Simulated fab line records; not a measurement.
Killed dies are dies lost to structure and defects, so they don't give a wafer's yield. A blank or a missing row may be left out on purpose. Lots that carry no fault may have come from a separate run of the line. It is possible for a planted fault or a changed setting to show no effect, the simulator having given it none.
Lot-split experiment :: flow rit cmos :: route with 202 steps; 5 lots, 23 wafers read

ABOUT THE SPLIT
At RIT_PRETRO_IMPLANT_08, the setting energy kev was moved away from the recipe's 45 on 7 of the 23 wafers read, by +2.2% to +4.3%. For the rest of the wafers, this setting stayed at what the recipe calls for.

The reading is taken at the split's own step.

THE READING
The simulator's own value implant.drp nm, read by no gauge, in nm at RIT_PRETRO_IMPLANT_08. There is no usual value for it anywhere in the file.

wafer: L074.1
tool, chamber at the split: implanter-03, 0
energy kev as run: 46
against the recipe: +2.2%
implant.drp nm, nm: 55.79
against lot-mates on the recipe: +0.72

wafer: L074.3
tool, chamber at the split: implanter-03, 0
energy kev as run: 46
against the recipe: +2.2%
implant.drp nm, nm: 55.79
against lot-mates on the recipe: +0.72

wafer: L074.5
tool, chamber at the split: implanter-03, 0
energy kev as run: 46
against the recipe: +2.2%
implant.drp nm, nm: 55.79
against lot-mates on the recipe: +0.72

wafer: L074.2
tool, chamber at the split: implanter-03, 0
energy kev as run: 45
against the recipe: recipe
implant.drp nm, nm: 55.07
against lot-mates on the recipe: -

wafer: L074.6
tool, chamber at the split: implanter-03, 0
energy kev as run: 45
against the recipe: recipe
implant.drp nm, nm: 55.07
against lot-mates on the recipe: -

wafer: L076.1
tool, chamber at the split: implanter-03, 0
energy kev as run: 45
against the recipe: recipe
implant.drp nm, nm: 55.07
against lot-mates on the recipe: -

wafer: L076.3
tool, chamber at the split: implanter-03, 0
energy kev as run: 45
against the recipe: recipe
implant.drp nm, nm: 55.07
against lot-mates on the recipe: -

wafer: L076.4
tool, chamber at the split: implanter-03, 0
energy kev as run: 45
against the recipe: recipe
implant.drp nm, nm: 55.07
against lot-mates on the recipe: -

wafer: L076.5
tool, chamber at the split: implanter-03, 0
energy kev as run: 46.74
against the recipe: +3.9%
implant.drp nm, nm: 56.32
against lot-mates on the recipe: +1.25

wafer: L076.6
tool, chamber at the split: implanter-03, 0
energy kev as run: 46.74
against the recipe: +3.9%
implant.drp nm, nm: 56.32
against lot-mates on the recipe: +1.25

wafer: L081.1
tool, chamber at the split: implanter-02, 0
energy kev as run: 46.93
against the recipe: +4.3%
implant.drp nm, nm: 56.45
against lot-mates on the recipe: +1.38

wafer: L081.4
tool, chamber at the split: implanter-02, 0
energy kev as run: 46.93
against the recipe: +4.3%
implant.drp nm, nm: 56.45
against lot-mates on the recipe: +1.38

wafer: L081.2
tool, chamber at the split: implanter-02, 0
energy kev as run: 45
against the recipe: recipe
implant.drp nm, nm: 55.07
against lot-mates on the recipe: -

wafer: L081.3
tool, chamber at the split: implanter-02, 0
energy kev as run: 45
against the recipe: recipe
implant.drp nm, nm: 55.07
against lot-mates on the recipe: -

wafer: L081.6
tool, chamber at the split: implanter-02, 0
energy kev as run: 45
against the recipe: recipe
implant.drp nm, nm: 55.07
against lot-mates on the recipe: -

wafer: L082.2
tool, chamber at the split: implanter-03, 0
energy kev as run: 45
against the recipe: recipe
implant.drp nm, nm: 55.07
against lot-mates on the recipe: -

wafer: L082.3
tool, chamber at the split: implanter-03, 0
energy kev as run: 45
against the recipe: recipe
implant.drp nm, nm: 55.07
against lot-mates on the recipe: -

wafer: L082.4
tool, chamber at the split: implanter-03, 0
energy kev as run: 45
against the recipe: recipe
implant.drp nm, nm: 55.07
against lot-mates on the recipe: -

wafer: L082.5
tool, chamber at the split: implanter-03, 0
energy kev as run: 45
against the recipe: recipe
implant.drp nm, nm: 55.07
against lot-mates on the recipe: -

wafer: L082.6
tool, chamber at the split: implanter-03, 0
energy kev as run: 45
against the recipe: recipe
implant.drp nm, nm: 55.07
against lot-mates on the recipe: -

wafer: L083.1
tool, chamber at the split: implanter-03, 0
energy kev as run: 45
against the recipe: recipe
implant.drp nm, nm: 55.07
against lot-mates on the recipe: -

wafer: L083.5
tool, chamber at the split: implanter-03, 0
energy kev as run: 45
against the recipe: recipe
implant.drp nm, nm: 55.07
against lot-mates on the recipe: -

wafer: L083.6
tool, chamber at the split: implanter-03, 0
energy kev as run: 45
against the recipe: recipe
implant.drp nm, nm: 55.07
against lot-mates on the recipe: -

THE FIT
A straight line over all 23 wafers: implant.drp nm changes by +0.323 nm for each +1% of energy kev; r = +1.00; the points scatter about the line by 0.0018 nm.
The same after taking each lot's own level away (the mean of its wafers on the recipe; 23 wafers): +0.323 nm for each +1%; r = +1.00; scatter 0.0018 nm.
Per that fit: largest energy kev move, reading shift of 1.4 nm.
The lots' own levels span 55.070 to 55.070 nm.
So the lot-to-lot level changes the slope little: the two slopes agree.
Check: with one of the wafers moved furthest among these (+4.3%) left out of the fit, the line predicts +1.39 nm for it against its lot-mates. It came out at +1.38 nm against them.

OTHER SPLITS APPLIED TO THESE WAFERS
Other splits were also applied to these wafers ahead of the reading. Each is held against what the fit with the lots' levels taken away leaves over:
other split on the same wafers: RIT_ACTIVE_CVD_03 temp c
wafers away from the commonest value: 18
r with implant.drp nm (lot level and that fit taken away): +0.53

other split on the same wafers: RIT_ACTIVE_ETCH_13 time s
wafers away from the commonest value: 6
r with implant.drp nm (lot level and that fit taken away): -0.37

other split on the same wafers: RIT_FOX2_OXIDATION_00 ox time s
wafers away from the commonest value: 18
r with implant.drp nm (lot level and that fit taken away): -0.11

other split on the same wafers: RIT_NWELL_IMPLANT_08 energy kev
wafers away from the commonest value: 12
r with implant.drp nm (lot level and that fit taken away): -0.29

other split on the same wafers: RIT_PWELL_IMPLANT_08 energy kev
wafers away from the commonest value: 11
r with implant.drp nm (lot level and that fit taken away): -0.52

other split on the same wafers: RIT_NRETRO_IMPLANT_08 energy kev
wafers away from the commonest value: 8
r with implant.drp nm (lot level and that fit taken away): +0.43

other split on the same wafers: RIT_PRETRO_SOFTBAKE_02 temp c
wafers away from the commonest value: 5
r with implant.drp nm (lot level and that fit taken away): +0.06

THE WHOLE CHAIN: every reading that the file lists as answering this split, in the file's order
step: RIT_PRETRO_IMPLANT_08
what it does: 
reading: implant.rp nm (the simulator's own value, which no gauge read)
change (the file's fit): +1.36 nm for each +1% of the setting
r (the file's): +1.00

step: RIT_PRETRO_IMPLANT_08
what it does: 
reading: implant.drp nm (the simulator's own value, which no gauge read)
change (the file's fit): +0.322 nm for each +1% of the setting
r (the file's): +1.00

FILE'S OWN FIT
implant.drp nm changes by +0.322 nm for each +1% of energy kev, r = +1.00.
